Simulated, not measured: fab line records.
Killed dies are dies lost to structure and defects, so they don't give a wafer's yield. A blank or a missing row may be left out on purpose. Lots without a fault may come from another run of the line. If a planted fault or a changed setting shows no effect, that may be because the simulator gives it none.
Struck lot and sound lot, side by side | flow berkeleyCmos170 | 17 steps out of a route of 331
Sound: the wafers L995.2, L995.3, L995.4. The struck wafers were L106.1, L106.3. Last of all comes the cause.
For every step that has rows: the tool of each side, followed by ch and its chambers, followed by its first start. Under that, the readings that differ: sound wafers | struck wafers | difference of the means | sigmas: that difference in standard deviations of wafers without a fault.
alike: readings whose means differ by less than 2 such deviations, and words and numbers that are the same on both sides. not compared: withheld readings, readings that some wafer has no value for, bounds like >300 that may hide the same value, and numbers for which the record gives no deviation and whose values overlap.
The two part at a step that has a row with sigmas, a row that says differs or no value, or rows on one side only. When numbers do not overlap yet have no deviation, they are printed without sigmas and do not part them. A reading missing from all wafers of one side parts the sides only when that side holds two or more wafers.

UCB170_M1_SPUTTER_00: material Al, target thk 600 nm, time 80 s.
  sound: pvdSputter-01 at day 9 09:37; struck: pvdSputter-04 at day 12 15:40
  alike: throttleValvePct
UCB170_M1_RS_MEAS_01: uses a four-point probe to measure.
  sound: filmMetro-03 at day 9 09:41; struck: filmMetro-03 at day 12 15:44
  alike: M1_AL_RS
UCB170_M1_THK_MEAS_02: measures by xrf.
  sound: filmMetro-03 at day 9 09:48; struck: filmMetro-03 at day 12 15:51
  alike: M1_AL_THK
then, 6 steps without rows for these wafers: UCB170_M1_COAT_03; UCB170_M1_COAT_04 (resist thk 900 nm); UCB170_M1_SOFTBAKE_05 (time 60 s); UCB170_M1_EXPOSE_06 (exposes mask METAL1, target cd 700 nm); UCB170_M1_PEB_07; UCB170_M1_DEVELOP_08 (develop time 45 s).
UCB170_M1_CD_MEAS_09 targets a cd of 700 nm.
  sound: cdSem-01 at day 9 11:04; struck: cdSem-01 at day 12 16:45
  alike: cdNm
UCB170_M1_OVL_MEAS_10:
  sound: overlay-01 at day 9 11:10; struck: overlay-02 at day 12 16:52
  alike: M1_OVL
UCB170_M1_ETCH_11: etches BARC in N2/H2.
  sound on rieDiel-02 ch 1,2,3, day 9 11:11; struck on rieDiel-02 ch 0,1, day 12 16:55
  alike: drypumpMotorCurrentA, h2FlowSccm, oesProductAu, throttleValvePct
UCB170_M1_METAL_ETCH_12: etches Al in Cl2/BCl3, stops on PSG, target depth 780 nm, time 130 s.
  sound on rieMetal-04 ch 0,1, day 9 11:14; struck on rieMetal-01 ch 1, day 12 16:57
reading                            | sound             | struck      | difference | sigmas
oesProductAu (a.u.)                | 0.842 0.841 0.833 | 1.000 0.996 | +0.159     | +19
runLengthS (s)                     | 157.7 158.2 157.8 | 85.6 86.1   | -72.1      | -99 or more
model.M1.featureDepthNm (nm)       | 635.1 635.6 632.4 | 344 345.3   | -290       | 
model.etch.depthNm (nm)            | 597.4 598.8 595   | 344 345.3   | -252       | 
model.KrF_of_M1_COAT_04.thkNm (nm) | 427.9 436 433.4   | 678.5 677.1 | +245.4     | 
  alike: drypumpMotorCurrentA, throttleValvePct
  not compared: rfHoursCounterH
UCB170_M1_STRIP_13: strips in O2.
  sound on plasmaAsher-03 ch 0,1, day 9 11:22; struck on plasmaAsher-01 ch 0, day 12 17:05
  alike: drypumpMotorCurrentA, o2FlowSccm, oesProductAu
  not compared: rfHoursCounterH
UCB170_M1_CD_MEAS_90 targets a cd of 700 nm.
  sound: cdSem-02 at day 9 11:29; struck: cdSem-02 at day 12 17:11
reading   | sound             | struck      | difference | sigmas
cdNm (nm) | 701.9 701.5 699.9 | 717.1 718.4 | +16.6      | +10
then, 1 step without rows for these wafers: UCB170_M1_ANNEAL_14 (time 1200 s).
UCB170_M3_PROBE_99:
  sound wafers here have rows in the record (prober-02, day 10 02:06); struck ones have none

## WHERE THEY PART
Last at UCB170_M3_PROBE_99 as far as this record goes, first at UCB170_M1_METAL_ETCH_12.

WHY: whatever the simulator had introduced
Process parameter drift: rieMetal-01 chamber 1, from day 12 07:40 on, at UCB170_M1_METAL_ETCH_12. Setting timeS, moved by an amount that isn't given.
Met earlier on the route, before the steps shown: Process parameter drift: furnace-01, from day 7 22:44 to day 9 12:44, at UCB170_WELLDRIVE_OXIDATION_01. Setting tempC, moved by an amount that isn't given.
